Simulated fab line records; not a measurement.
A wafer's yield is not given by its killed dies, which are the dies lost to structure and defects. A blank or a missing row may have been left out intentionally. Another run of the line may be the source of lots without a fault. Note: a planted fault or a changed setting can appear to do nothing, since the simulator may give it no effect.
The tool behind it: which one? | flow berkeleyCmos170 | 27 wafers from 9 lots sampled at 6 of the route's 331 steps

WHAT EACH GAUGE READ, for each wafer
UCB170_PFIELD_OVL_MEAS_06.
lot  | measured    | on         | PFIELD_OVL (nm)
L250 | day 4 06:10 | overlay-02 | 11 10 1
L249 | day 4 06:18 | overlay-02 | 1 0 3
L251 | day 5 02:10 | overlay-02 | 10 6 6
L252 | day 5 12:01 | overlay-02 | -7 0 -4
L253 | day 5 12:17 | overlay-02 | 13 2 10
L264 | day 7 10:04 | overlay-01 | -1 -4 -9
L268 | day 7 23:12 | overlay-02 | 11 6 3
L267 | day 7 23:26 | overlay-01 | 14 11 13
L270 | day 8 19:29 | overlay-01 | 5 6 5

UCB170_V1_THK_MEAS_04.
lot  | measured     | on           | V1_POLISHED_THK (nm)
L250 | day 6 23:46  | filmMetro-02 | 999.5 998.8 1001.1
L249 | day 7 04:39  | filmMetro-04 | 999.5 998.4 999.9
L251 | day 7 19:23  | filmMetro-02 | 999.7 1000.4 1000.8
L252 | day 8 13:26  | filmMetro-04 | 1001.1 1000.6 1001.1
L253 | day 8 13:07  | filmMetro-04 | 1002.9 1001.0 1001.9
L264 | day 10 14:13 | filmMetro-02 | 1251.3 1000.3 1250.0
L268 | day 11 04:02 | filmMetro-04 | 998.5 999.6 999.9
L267 | day 11 03:44 | filmMetro-02 | 1001.3 1001.8 1000.9
L270 | day 11 15:44 | filmMetro-04 | 1000.5 1001.2 999.6

UCB170_V2_THK_MEAS_01.
lot  | measured     | on           | V2_TEOS_THK (nm)
L250 | day 7 08:31  | filmMetro-04 | 1990 2003 2029
L249 | day 7 09:52  | filmMetro-02 | 1990 1996 1987
L251 | day 8 00:41  | filmMetro-04 | 1989 2036 2037
L252 | day 8 21:04  | filmMetro-04 | 2002 2046 2030
L253 | day 8 18:41  | filmMetro-03 | 2018 2034 2058
L264 | day 10 22:23 | filmMetro-03 | 1988 2002
L268 | day 11 13:41 | filmMetro-03 | 1989 2042 2038
L267 | day 11 13:08 | filmMetro-02 | 1987 2057 2039
L270 | day 11 21:09 | filmMetro-03 | 1967 1997 1991

UCB170_V2_BOW_MEAS_03.
lot  | measured     | on           | V2_BOW (um)
L250 | day 7 08:53  | filmMetro-03 | 36 38 42
L249 | day 7 10:13  | filmMetro-04 | 44 30 35
L251 | day 8 01:03  | filmMetro-03 | 42 46 51
L252 | day 8 21:27  | filmMetro-03 | 42 41 40
L253 | day 8 19:03  | filmMetro-04 | 30 32 39
L264 | day 10 22:46 | filmMetro-03 | 38 41
L268 | day 11 14:03 | filmMetro-04 | 49 40 34
L267 | day 11 13:30 | filmMetro-04 | 32 40 40
L270 | day 11 21:31 | filmMetro-04 | 49 38 22

TOOL THAT RAN EACH LOT (tool first, then ch and the chambers of the sampled wafers, then the start)
lot  | UCB170_V1_CMP_02              | UCB170_V1_ETCH_14
L250 | cmp-01 ch 0,1,2, day 6 23:26  | rieDiel-03 ch 2,3, day 7 04:33
L249 | cmp-01 ch 1,2,3, day 7 04:14  | rieDiel-04 ch 0,2,3, day 7 06:05
L251 | cmp-01 ch 0,1,2, day 7 19:04  | rieDiel-03 ch 0,1,2, day 7 21:29
L252 | cmp-02 ch 0,1, day 8 12:59    | rieDiel-04 ch 1,2,3, day 8 15:40
L253 | cmp-02 ch 2,3, day 8 12:41    | rieDiel-04 ch 1,2,3, day 8 15:23
L264 | cmp-01 ch 0,1, day 10 13:47   | rieDiel-01 ch 0,1,2, day 10 18:10
L268 | cmp-02 ch 0,3, day 11 03:40   | rieDiel-01 ch 0,1,3, day 11 09:25
L267 | cmp-02 ch 0,2,3, day 11 03:19 | rieDiel-03 ch 1,3, day 11 08:58
L270 | cmp-02 ch 0,2,3, day 11 15:18 | rieDiel-01 ch 0,2,3, day 11 17:28
- UCB170_V1_CMP_02: polishes SiO2.
- UCB170_V1_ETCH_14: etches SiO2 in CHF3/CF4/Ar, stops on Al, target depth 1250 nm, time 291 s.

AS READ BY THE TOOLS THEMSELVES (means over the sampled wafers that have a number; for cases with no such wafer, the mark the record gives instead)
UCB170_V1_CMP_02.
lot  | tool   | edgeZonePressureFrac | motorCurrentA (A) | retainingRingPressureFrac | slurryFlowMlMin
L250 | cmp-01 | 1.001                | 15.4              | 1.000                     | 149.9
L249 | cmp-01 | 0.999                | 15.2              | 0.999                     | 149.9
L251 | cmp-01 | 0.998                | 15.2              | 1.007                     | 149.9
L252 | cmp-02 | 1.000                | 15.7              | 1.001                     | 149.9
L253 | cmp-02 | 1.001                | 15.8              | 0.998                     | 150.5
L264 | cmp-01 | 1.003                | 15.4              | 1.000                     | 150.5
L268 | cmp-02 | 1.003                | 15.0              | 0.999                     | 149.9
L267 | cmp-02 | 1.005                | 16.2              | 0.996                     | 150.1
L270 | cmp-02 | 1.000                | 16.3              | 1.002                     | 149.7

UCB170_V1_ETCH_14.
lot  | tool       | drypumpMotorCurrentA (A) | oesProductAu (a.u.) | throttleValvePct (%)
L250 | rieDiel-03 | 6.1                      | 0.863               | 7.03
L249 | rieDiel-04 | 5.5                      | 0.875               | 6.90
L251 | rieDiel-03 | 6.2                      | 0.870               | 6.92
L252 | rieDiel-04 | 5.6                      | 0.878               | 6.83
L253 | rieDiel-04 | 5.6                      | 0.869               | 6.84
L264 | rieDiel-01 | 6.0                      | 0.957               | 6.82
L268 | rieDiel-01 | 5.3                      | 0.877               | 6.94
L267 | rieDiel-03 | 6.1                      | 0.865               | 6.94
L270 | rieDiel-01 | 5.6                      | 0.882               | 6.86

THE ANSWER, worked out from the rows above alone
Rule: the usual values come from the lots themselves. Put in order of their means at a reading, lots are off if they are a third of the lots or fewer, leave a main group of 4 or more, and stand apart from it by a gap of 3 or more times the standard deviation of the main group's means; of several such gaps the widest counts. The tables above print the reading to a certain number of digits; a main group whose means all agree to those digits is not used. A lot without any number at a reading at which 4 lots or more have one is off too. Where the step has rows for the other lots, those lots are counted as sound. First the gauges in route order, then the tools' own readings, where a lot's mean is used as printed above. The first step at which some lot is off is used, and at that step the reading that is off furthest; a lot without a number counts as furthest.
Off: L264, at UCB170_V1_THK_MEAS_04 (V1_POLISHED_THK). Main group: mean 1000.4 nm, sd 0.89.
A tool fits if, at a process step before that reading, it ran every lot that is off, and no sound lot after the first of them. The gauges at UCB170_V1_THK_MEAS_04 aren't tried: what is off there is off at UCB170_V1_CMP_02 too, on other tools, and a gauge's error can't cause that. One candidate fits, namely cmp-01 at UCB170_V1_CMP_02. Its last sound lot is L251 (day 7 19:04), its first lot that is off L264 (day 10 13:47): a fault that began between those two fits.

WHAT HAD BEEN PUT IN BY THE SIMULATOR
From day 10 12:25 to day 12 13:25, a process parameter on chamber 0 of cmp-01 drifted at UCB170_V1_CMP_02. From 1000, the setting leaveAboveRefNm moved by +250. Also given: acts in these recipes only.
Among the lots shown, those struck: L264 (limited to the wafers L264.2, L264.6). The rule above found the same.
